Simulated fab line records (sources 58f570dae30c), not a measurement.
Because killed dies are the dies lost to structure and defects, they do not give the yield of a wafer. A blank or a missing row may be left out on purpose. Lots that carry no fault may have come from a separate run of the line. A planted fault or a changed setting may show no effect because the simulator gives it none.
The tool behind it: which one? | flow berkeleyCmos170 | 7 lots, 21 wafers sampled, at 1 step of a route of 331

WHAT THE GAUGES SHOWED, per wafer
UCB170_NWELL_THK_MEAS_05.
lot  | measured    | on           | NWELL_NITRIDE_THK (nm)
L997 | day 2 11:11 | filmMetro-03 | 223.9 223.8 226.2
L101 | day 3 10:14 | filmMetro-03 | 223.7 225.8 223.3
L104 | day 4 02:07 | filmMetro-02 | 225.5 223.6 223.8
L107 | day 4 17:00 | filmMetro-03 | 226.5 224.8 227.1
L109 | day 4 23:52 | filmMetro-01 | 223.4 219.7 223.3
L111 | day 5 17:41 | filmMetro-01 | 226.9 226.4 227.0
L118 | day 7 01:23 | filmMetro-03 | 221.9 221.9 220.0

TOOL THAT RAN EACH LOT (tool first, then ch and the chambers of the sampled wafers, then the start)
There is no process step in the record ahead of these readings.

THE ANSWER, worked out from the rows above alone
Rule: usual is defined by the lots themselves. Put in order of their means at a reading, lots are off if they are a third of the lots or fewer, leave a main group of 4 or more, and stand apart from it by a gap of 3 or more times the standard deviation of the main group's means; of several such gaps the widest counts. Not used: any main group whose means are identical at the precision the tables above print for the reading. A lot without any number at a reading at which 4 lots or more have one is off too. All remaining lots with rows at the step are treated as sound.
Nothing can be told from this: no lot is off at any reading shown.

WHAT THE SIMULATOR HAD INSERTED
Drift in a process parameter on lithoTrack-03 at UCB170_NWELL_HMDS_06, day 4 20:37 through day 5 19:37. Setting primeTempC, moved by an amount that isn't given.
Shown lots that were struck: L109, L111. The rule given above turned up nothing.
